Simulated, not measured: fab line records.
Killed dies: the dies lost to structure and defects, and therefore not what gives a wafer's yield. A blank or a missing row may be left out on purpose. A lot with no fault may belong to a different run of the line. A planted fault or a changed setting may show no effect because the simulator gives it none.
Which tool was responsible? -- flow rit-cmos -- 14 lots, 42 wafers sampled, at 3 steps of a route of 202

== WHAT EACH GAUGE READ, for each wafer ==
RIT_SDANNEAL_RS_MEAS_06: the measuring method here is four-point-probe. Usual: PLDD_RS 178.8 ohm/sq, standard deviation 0.45.
lot,measured,on,PLDD_RS (ohm/sq),flag
L318,day 3 05:31,film-metro-01,179.3 178.6 178.5,
L319,day 3 07:34,film-metro-02,179.6 179.7 179.4,
L320,day 3 16:55,film-metro-02,178.5 178.4 178.7,
L321,day 3 18:26,film-metro-01,179.3 179.0 179.2,
L322,day 3 22:22,film-metro-03,178.8 178.7 179.2,
L323,day 4 06:14,film-metro-03,178.1 177.7 178.8,
L327,day 4 22:58,film-metro-02,179.1 179.5 179.2,
L329,day 5 12:35,film-metro-01,178.7 179.0 178.9,
L331,day 5 20:02,film-metro-01,178.6 179.0 178.7,
L332,day 6 02:04,film-metro-03,179.2 179.0 179.3,
L338,day 7 05:03,film-metro-03,177.0 176.7 176.5 176.8 176.9 176.9,OFF
L339,day 7 11:04,film-metro-03,176.6 177.3 177.0 176.7 177.4 177.2,OFF
L340,day 7 16:44,film-metro-02,179.3 178.7 178.9,
L341,day 7 22:00,film-metro-02,178.4 178.5 178.7,

RIT_SDANNEAL_RS_MEAS_07: the measuring method here is four-point-probe. Usual: NLDD_RS 151.5 ohm/sq, standard deviation 0.51.
lot,measured,on,NLDD_RS (ohm/sq),flag
L318,day 3 05:38,film-metro-01,152.3 151.7 151.8,
L319,day 3 07:41,film-metro-02,152.3 151.1 151.3,
L320,day 3 17:02,film-metro-02,151.7 151.8 152.1,
L321,day 3 18:34,film-metro-01,151.9 151.6 151.9,
L322,day 3 22:29,film-metro-03,150.9 150.3 150.8,
L323,day 4 06:22,film-metro-03,150.8 150.9 150.8,
L327,day 4 23:05,film-metro-02,151.2 151.8 151.4,
L329,day 5 12:42,film-metro-01,152.0 151.7 151.5,
L331,day 5 20:09,film-metro-01,151.9 151.2 150.8,
L332,day 6 02:11,film-metro-03,151.4 151.1 151.3,
L338,day 7 07:31,film-metro-03,151.8 151.7 151.4,
L339,day 7 13:15,film-metro-03,151.1 151.2 151.2,
L340,day 7 16:52,film-metro-02,151.1 150.7 150.4,
L341,day 7 22:07,film-metro-02,151.1 151.1 151.3,

== EACH LOT AND THE TOOL THAT RAN IT (in order: tool; ch and the chambers of the sampled wafers; start) ==
lot,RIT_PLDD_IMPLANT_08
L318,"implanter-02 ch 0, day 2 23:07"
L319,"implanter-01 ch 0, day 3 00:29"
L320,"implanter-01 ch 0, day 3 10:17"
L321,"implanter-04 ch 0, day 3 11:52"
L322,"implanter-02 ch 0, day 3 15:43"
L323,"implanter-01 ch 0, day 3 23:36"
L327,"implanter-02 ch 0, day 4 16:26"
L329,"implanter-02 ch 0, day 5 04:13"
L331,"implanter-01 ch 0, day 5 13:29"
L332,"implanter-04 ch 0, day 5 19:14"
L338,"implanter-04 ch 0, day 6 22:32"
L339,"implanter-04 ch 0, day 7 04:26"
L340,"implanter-02 ch 0, day 7 09:17"
L341,"implanter-02 ch 0, day 7 14:40"
- RIT_PLDD_IMPLANT_08

== WHAT THE TOOLS THEMSELVES READ (means of the sampled wafers that have a number; where no wafer has one, the mark that the record gives instead) ==
RIT_PLDD_IMPLANT_08. Usual: beam-energy-keV 20.000, standard deviation 0.0059; tilt-deg 7.002 degrees, standard deviation 0.019.
lot,tool,beam-energy-keV,tilt-deg (degrees),flag
L318,implanter-02,19.994,7.017,
L319,implanter-01,20.000,6.998,
L320,implanter-01,20.000,7.001,
L321,implanter-04,19.997,6.988,
L322,implanter-02,20.005,7.015,
L323,implanter-01,20.005,6.985,
L327,implanter-02,19.991,7.000,
L329,implanter-02,19.996,6.997,
L331,implanter-01,19.996,7.012,
L332,implanter-04,20.000,6.991,
L338,implanter-04,20.530,7.018,OFF
L339,implanter-04,20.533,7.004,OFF
L340,implanter-02,20.001,7.003,
L341,implanter-02,20.000,7.017,

== THE ANSWER, worked out from the rows above alone ==
Rule: lot off if the mean of its wafers having a number is beyond 3 standard deviations from the usual mean. A lot without any number at a reading at which 4 lots or more have one is off too. All remaining lots with rows at the step are treated as sound. First the gauges in route order, then the tools' own readings, where a lot's mean is used as printed above. At the first step where some lot is off, the reading lying furthest off is the one used; lots without a number count as furthest.
Off: L338, L339, at RIT_SDANNEAL_RS_MEAS_06 (PLDD_RS).
If a tool, at a process step before that reading, ran all the lots that are off and no sound lot after the first of them, it fits. Not tried: the gauges at RIT_SDANNEAL_RS_MEAS_06; whatever is off there is also off at RIT_PLDD_IMPLANT_08, on other tools, and gauge error can't account for it. One fits: implanter-04 at RIT_PLDD_IMPLANT_08. A fault onset in the window from L332 (day 5 19:14, its last sound lot) to L338 (day 6 22:32, its first lot off) fits.
The tool's own readings at RIT_PLDD_IMPLANT_08 bear it out: on the lots that are off they differ by more than 5 times the standard deviation of the sound lots' means. beam-energy-keV reads 20.532 there against 19.999 on the sound lots.

== WHAT THE SIMULATOR PUT IN ==
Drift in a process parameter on implanter-04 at RIT_PLDD_IMPLANT_08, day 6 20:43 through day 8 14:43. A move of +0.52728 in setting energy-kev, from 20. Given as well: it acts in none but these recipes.
Lots struck among those shown: L338, L339. The rule above found the same.
